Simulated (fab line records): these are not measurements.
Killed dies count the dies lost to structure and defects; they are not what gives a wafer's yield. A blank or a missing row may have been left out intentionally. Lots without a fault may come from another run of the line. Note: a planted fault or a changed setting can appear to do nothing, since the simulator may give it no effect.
One fault seen from 2 desks	flow berkeley-cmos170	each desk holds nothing but its own numbers, with what lay behind them at the end

DESK OF THE TOOL OWNER: rie-diel-01
The tool's own readings at UCB170_M2_ETCH_17 (etches BARC in N2/H2): means of the sampled wafers that have a number, for each lot that ran on this tool. Any lot whose mean is over 4 standard deviations away from the usual mean is out of limits and marked OUT; that distance is given in the brackets.
Columns: A = drypump-motor-current-A at UCB170_M2_ETCH_17, usual 5.7 A; B = h2-flow-sccm at UCB170_M2_ETCH_17, usual 200.0 sccm; C = oes-product-au at UCB170_M2_ETCH_17, usual 1.000 a.u.; D = throttle-valve-pct at UCB170_M2_ETCH_17, usual 13.26 %
lot	first seen here	A	B	C	D
L824	day 7 12:46	5.5	200.8	0.988	13.18
L825	day 7 21:15	5.3	200.1	0.981	13.10
L828	day 8 04:53	5.8	200.0	0.742 (-22) OUT	13.11
L826	day 8 12:29	5.6	199.4	0.751 (-21) OUT	13.29
L840	day 11 14:41	5.3	200.4	0.992	13.23
L843	day 12 09:46	5.7	199.8	1.002	13.24
L846	day 13 06:47	5.5	200.4	1.007	13.36
This desk's verdict: out of limits on L826, L828, starting with L828 at day 8 04:53 (oes-product-au at UCB170_M2_ETCH_17). L824, L825, L840, L843, L846 stayed within limits.

AT THE METROLOGY DESK
Lot by lot, what the gauges showed, no matter which tool ran the lot: averages of those sampled wafers that carry a number. Any lot whose mean is over 4 standard deviations away from the usual mean is out of limits and marked OUT; that distance is given in the brackets.
Columns: A = V1_TEOS_THK at UCB170_V1_THK_MEAS_01, usual 2003 nm; B = V1_BOW at UCB170_V1_BOW_MEAS_03, usual 18 um; C = V1_POLISHED_THK at UCB170_V1_THK_MEAS_04, usual 999.5 nm
lot	first seen here	A	B	C
L823	day 7 06:26	1997	15	1000.1
L824	day 7 06:35	1992	20	999.9
L825	day 7 16:17	1996	18	1000.5
L828	day 8 00:05	1955	22	1000.1
L826	day 8 03:32	1980	26	1000.0
L837	day 10 07:06	1992	17	1000.3
L836	day 10 07:07	2031	20	999.0
L840	day 11 06:53	2021	27	999.0
L841	day 11 06:54	2019	19	999.6
L842	day 11 13:43	2039	18	998.5
L843	day 12 02:17	2004	17	998.6
L844	day 12 02:22	2013	22	998.8
L845	day 12 11:35	1991	15	998.6
L846	day 13 01:54	2037	25	999.7
This desk's finding: nothing out of limits on any of the 14 lots.

TAKEN TOGETHER
The tool owner's desk could have raised an alarm at day 8 04:53, on L826, L828.
The metrology desk saw nothing out of limits.
The metrology desk holds a record of L826, L828, inside its limits.
The lots listed all ran UCB170_M2_ETCH_17 on rie-diel-01.

WHAT WAS PUT IN BY THE SIMULATOR
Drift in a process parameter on rie-diel-01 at UCB170_M2_ETCH_17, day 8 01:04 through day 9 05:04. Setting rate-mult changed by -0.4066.
Lots struck among those shown: L826, L828.
How many hours passed from the start of the fault until each desk's first out-of-limits reading: the tool owner's desk, 4.
